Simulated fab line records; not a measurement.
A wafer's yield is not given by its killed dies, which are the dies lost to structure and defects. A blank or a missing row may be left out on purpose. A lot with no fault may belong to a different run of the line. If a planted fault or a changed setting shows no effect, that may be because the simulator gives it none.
Check of tool commonality + flow rit-cmos + Lots sampled 13, wafers sampled 39

WHY THIS WAS OPENED
On 1 of the 13 lots, a flag is raised at RIT_M1_CD_MEAS_09 on the reading cd-nm. Wafers without a fault read 2599.4 nm, standard deviation 2.2.
Rule: a lot gets a flag if all its wafers with a number sit over 4 standard deviations from that mean, or if no wafer of it has a number. All remaining lots are regarded as sound.

| lot  | measured    | on        | cd-nm (nm), wafer by wafer | flag    |
|------|-------------|-----------|----------------------------|---------|
| L676 | day 3 09:31 | cd-sem-02 | 2603.2 2603.3 2604.8       |         |
| L677 | day 3 18:23 | cd-sem-02 | 2601.2 2598.8 2600.0       |         |
| L678 | day 3 22:31 | cd-sem-02 | 2596.9 2595.3 2600.5       |         |
| L679 | day 4 04:02 | cd-sem-01 | 2599.0 2597.8 2598.9       |         |
| L680 | day 4 06:28 | cd-sem-01 | 2600.7 2598.3 2600.2       |         |
| L683 | day 5 04:50 | cd-sem-02 | 2598.0 2600.7 2600.1       |         |
| L685 | day 5 09:59 | cd-sem-02 | 2600.7 2599.9 2601.5       |         |
| L686 | day 5 14:45 | cd-sem-02 | 2595.9 2596.8 2597.2       |         |
| L687 | day 5 20:49 | cd-sem-02 | 2597.5 2596.7 2597.9       |         |
| L688 | day 5 23:44 | cd-sem-02 | 2597.3 2598.5 2594.9       |         |
| L689 | day 6 04:36 | cd-sem-01 | 2253.4 2251.4 2251.2       | FLAGGED |
| L696 | day 7 16:49 | cd-sem-02 | 2594.6 2597.5 2597.7       |         |
| L699 | day 8 06:12 | cd-sem-02 | 2602.4 2601.6 2600.3       |         |
Flagged lots average 2252.0 nm: -347.4 nm relative to the usual, that is -99 or more standard deviations.

WHICH TOOL EACH LOT WENT THROUGH
The record holds 1 process step before the reading, out of a route of 202 steps. Each cell gives the tool, then ch followed by the chambers the sampled wafers passed through, then the start.
| lot  | flag    | RIT_M1_EXPOSE_06                   |
|------|---------|------------------------------------|
| L676 |         | iline-stepper-01 ch 0, day 3 09:05 |
| L677 |         | iline-stepper-02 ch 0, day 3 17:57 |
| L678 |         | iline-stepper-02 ch 0, day 3 22:05 |
| L679 |         | iline-stepper-01 ch 0, day 4 03:37 |
| L680 |         | iline-stepper-02 ch 0, day 4 06:02 |
| L683 |         | iline-stepper-02 ch 0, day 5 04:14 |
| L685 |         | iline-stepper-02 ch 0, day 5 09:34 |
| L686 |         | iline-stepper-02 ch 0, day 5 14:19 |
| L687 |         | iline-stepper-01 ch 0, day 5 20:23 |
| L688 |         | iline-stepper-02 ch 0, day 5 23:18 |
| L689 | FLAGGED | iline-stepper-01 ch 0, day 6 04:10 |
| L696 |         | iline-stepper-02 ch 0, day 7 16:23 |
| L699 |         | iline-stepper-02 ch 0, day 8 05:46 |
What these steps do:
- RIT_M1_EXPOSE_06: exposes mask M12, target cd 2600 nm.
- RIT_M1_CD_MEAS_09: target cd 2600 nm.

FLAGGED AGAINST TOTAL, ONE TOOL AT A TIME (gauges that did the reading follow at the end)
| step              | tool             | lots run | flagged | share of the flagged lots | sound lots run after its first flagged lot |
|-------------------|------------------|----------|---------|---------------------------|--------------------------------------------|
| RIT_M1_EXPOSE_06  | iline-stepper-01 | 4        | 1       | all                       | 0                                          |
| RIT_M1_EXPOSE_06  | iline-stepper-02 | 9        | 0       | none                      | -                                          |
| RIT_M1_CD_MEAS_09 | cd-sem-01        | 3        | 1       | all                       | 0                                          |
| RIT_M1_CD_MEAS_09 | cd-sem-02        | 10       | 0       | none                      | -                                          |

WHAT THE TABLE PERMITS
In 2 table rows, all flagged lots were run: iline-stepper-01 (RIT_M1_EXPOSE_06), cd-sem-01 (RIT_M1_CD_MEAS_09).
- iline-stepper-01 at RIT_M1_EXPOSE_06 ran 4 lots, 1 of them flagged. It ran its last sound lot, L687, at day 5 20:23 and its first flagged lot, L689, at day 6 04:10: a fault with its onset between the two fits.
- cd-sem-01 at RIT_M1_CD_MEAS_09 ran 3 lots, 1 of them flagged. It ran its last sound lot, L680, at day 4 06:28 and its first flagged lot, L689, at day 6 04:36: a fault with its onset between the two fits.
Because each of these 2 tools fits a fault that began at some hour, counting lots does not separate them. More lots, or a look at what each step does to the wafer, might.

WHAT THE SIMULATOR HAD PUT IN
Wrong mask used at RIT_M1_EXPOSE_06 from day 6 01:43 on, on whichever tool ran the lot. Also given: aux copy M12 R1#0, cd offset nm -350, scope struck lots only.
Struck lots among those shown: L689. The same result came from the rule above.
